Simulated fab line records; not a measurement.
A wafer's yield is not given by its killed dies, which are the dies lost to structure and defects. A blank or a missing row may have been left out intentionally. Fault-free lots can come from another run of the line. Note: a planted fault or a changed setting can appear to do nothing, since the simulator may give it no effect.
A struck lot beside a sound one / flow rit cmos / 44 out of 202 route steps
Sound: wafers L796.2, L796.3, L796.6. Struck: wafers L784.3, L784.5, L784.6. At the end, the cause is stated.
Order at every step that has rows: each side's tool, ch and its chambers, its first start. Under that, the readings that differ: sound wafers / struck wafers / difference of the means / sigmas: that difference in standard deviations of wafers without a fault.
alike: words and numbers the same on both sides, and readings whose means are apart by under 2 such deviations; not compared: readings that were withheld, readings missing a value for some wafer, numbers with overlapping values and no deviation given by the record, and bounds like >300 which may hide the same value.
Wherever a step has rows on one side only, a row that says differs or no value, or a row with sigmas, the two part there. When numbers do not overlap yet have no deviation, they are printed without sigmas and do not part them. A reading missing from all wafers of one side parts the sides only when that side holds two or more wafers.

first, 3 steps without rows for these wafers: RIT_REOX_CLEAN_01 (cleans in dHF, time 30 s); RIT_REOX_CLEAN_02 (cleans in SC2, time 600 s); RIT_REOX_OXIDATION_03 (target thk 25.2 nm, ox time 5580 s).
RIT_REOX_THK_MEAS_04:
  sound: film metro-01 at day 6 12:47; struck: film metro-01 at day 4 00:06
  alike: REOX_OXIDE_THK
then, 6 steps without rows for these wafers: RIT_NLDD_HMDS_00 (prime time 60 s); RIT_NLDD_COAT_01 (resist thk 1000 nm); RIT_NLDD_SOFTBAKE_02 (time 60 s); RIT_NLDD_EXPOSE_03 (exposes mask M7, target cd 40700 nm); RIT_NLDD_PEB_04; RIT_NLDD_DEVELOP_05 (develop time 50 s).
RIT_NLDD_OVL_MEAS_06:
  sound: overlay-01 at day 6 13:42; struck: overlay-01 at day 4 01:07
  alike: NLDD_OVL
then, 1 step without rows for these wafers: RIT_NLDD_HARDBAKE_07 (time 60 s).
RIT_NLDD_IMPLANT_08:
  sound on implanter-02 ch 0, day 6 13:54; struck on implanter-01 ch 0, day 4 01:21
reading=tilt deg (degrees); sound=6.999 7.005 7.024; struck=-0.015 0.011 -0.025; difference=-7.019; sigmas=-99 or more
  alike: faraday current uA
RIT_NLDD_STRIP_09: strips in O2, time 180 s.
  sound on plasma asher-04 ch 0, day 6 14:02; struck on plasma asher-02 ch 0,1, day 4 01:30
  alike: drypump motor current A
  not compared: rf hours counter h
RIT_NLDD_TW_MEAS_10:
  sound: film metro-04 at day 6 14:13; struck: film metro-04 at day 4 01:38
reading=NLDD_TW; sound=2470 2460 2489; struck=2271 2273 2280; difference=-198; sigmas=-9
then, 6 steps without rows for these wafers: RIT_PLDD_HMDS_00 (prime time 60 s); RIT_PLDD_COAT_01 (resist thk 1000 nm); RIT_PLDD_SOFTBAKE_02 (time 60 s); RIT_PLDD_EXPOSE_03 (exposes mask M8, target cd 40900 nm); RIT_PLDD_PEB_04; RIT_PLDD_DEVELOP_05 (develop time 50 s).
RIT_PLDD_OVL_MEAS_06:
  sound: overlay-01 at day 6 15:14; struck: overlay-01 at day 4 02:40
  alike: PLDD_OVL
then, 2 steps without rows for these wafers: RIT_PLDD_HARDBAKE_07 (time 60 s); RIT_PLDD_IMPLANT_08.
RIT_PLDD_STRIP_09: strips in O2, time 180 s.
  sound on plasma asher-04 ch 0, day 6 15:34; struck on plasma asher-01 ch 0,1, day 4 03:03
  alike: drypump motor current A
  not compared: rf hours counter h
RIT_PLDD_TW_MEAS_10:
  sound: film metro-03 at day 6 15:46; struck: film metro-04 at day 4 03:11
reading=PLDD_TW; sound=2291 2295 2313; struck=2376 2374 2364; difference=+72; sigmas=+3
then, 4 steps without rows for these wafers: RIT_SPACER_CLEAN_00 (cleans in SC1, time 600 s); RIT_SPACER_CLEAN_01 (cleans in dHF, time 30 s); RIT_SPACER_CLEAN_02 (cleans in SC2, time 600 s); RIT_SPACER_CVD_03 (deposits Si3N4 from SiH2Cl2/NH3, target thk 250 nm, time 3300 s).
RIT_SPACER_THK_MEAS_04:
  sound: film metro-02 at day 6 18:08; struck: film metro-02 at day 4 05:40
  alike: SPACER_NITRIDE_THK
RIT_SPACER_ETCHBACK_05: etches Si3N4 in SF6/CHF3, stops on SiO2, target depth 250 nm, time 240 s.
  sound on rie diel-01 ch 1,2, day 6 18:11; struck on rie diel-01 ch 0,1, day 4 05:42
  alike: drypump motor current A, oes product au, rf fwd power W, throttle valve pct
  not compared: rf hours counter h
then, 6 steps without rows for these wafers: RIT_NSD_HMDS_00 (prime time 60 s); RIT_NSD_COAT_01 (resist thk 1000 nm); RIT_NSD_SOFTBAKE_02 (time 60 s); RIT_NSD_EXPOSE_03 (exposes mask M9, target cd 40700 nm); RIT_NSD_PEB_04; RIT_NSD_DEVELOP_05 (develop time 50 s).
RIT_NSD_OVL_MEAS_06:
  sound: overlay-02 at day 6 19:14; struck: overlay-01 at day 4 06:43
  alike: NSD_OVL
then, 2 steps without rows for these wafers: RIT_NSD_HARDBAKE_07 (time 60 s); RIT_NSD_IMPLANT_08.
RIT_NSD_STRIP_09: strips in O2, time 180 s.
  sound on plasma asher-02 ch 0,1, day 6 19:34; struck on plasma asher-03 ch 0,1, day 4 07:06
  alike: drypump motor current A
  not compared: rf hours counter h
RIT_SDANNEAL_RS_MEAS_07: the measuring method here is four-point-probe.
  sound: film metro-04 at day 6 22:09; struck: film metro-03 at day 4 09:39
reading=NLDD_RS (ohm/sq); sound=151.7 151.5 151.2; struck=142.5 142.6 142.4; difference=-9.0; sigmas=-15
RIT_M1_PROBE_99:
  sound: prober-02 at day 7 05:23; struck: prober-01 at day 4 16:35
reading=model.etest.nmos turned.drive ua um; sound=353.8 347.7 338.2; struck=526.9 522.1 513.3; difference=+174.2; sigmas=
reading=model.etest.nmos_0p15.r on ohm um; sound=1098 1106 1106; struck=1017 1041 1074; difference=-59; sigmas=
reading=model.etest.nmos_0p15.drive ua um; sound=494.9 491.5 485; struck=526 520.7 506.6; difference=+27; sigmas=
reading=model.etest.nmos_0p15.swing mv dec; sound=85.9 86.01 85.67; struck=87.66 87.48 88.05; difference=+1.87; sigmas=
reading=model.etest.nmos_0p15.off log10 a um; sound=-9.544 -9.745 -9.809; struck=-8.65 -8.827 -8.954; difference=+0.89; sigmas=
reading=model.etest.retro edge nmos.off log10 a um; sound=-9.435 -9.521 -9.784; struck=-8.498 -8.757 -8.782; difference=+0.901; sigmas=
  alike: killed_at_M0_to_M3, killed at contacts, killed at front end, killed dies, killed open, killed short
  not compared: model.etest.nmos_0p3.r on ohm um, model.etest.nmos_0p3.drive ua um

== WHERE THEY PART ==
Last at RIT_SDANNEAL_RS_MEAS_07 as far as this record goes, first at RIT_NLDD_IMPLANT_08. Later steps at which nothing parts them and some readings are alike: RIT_M1_PROBE_99.

WHY: what the simulator had put in
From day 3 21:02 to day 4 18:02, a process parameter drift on implanter-01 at RIT_NLDD_IMPLANT_08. From 7, the setting tilt deg moved by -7. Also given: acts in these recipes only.
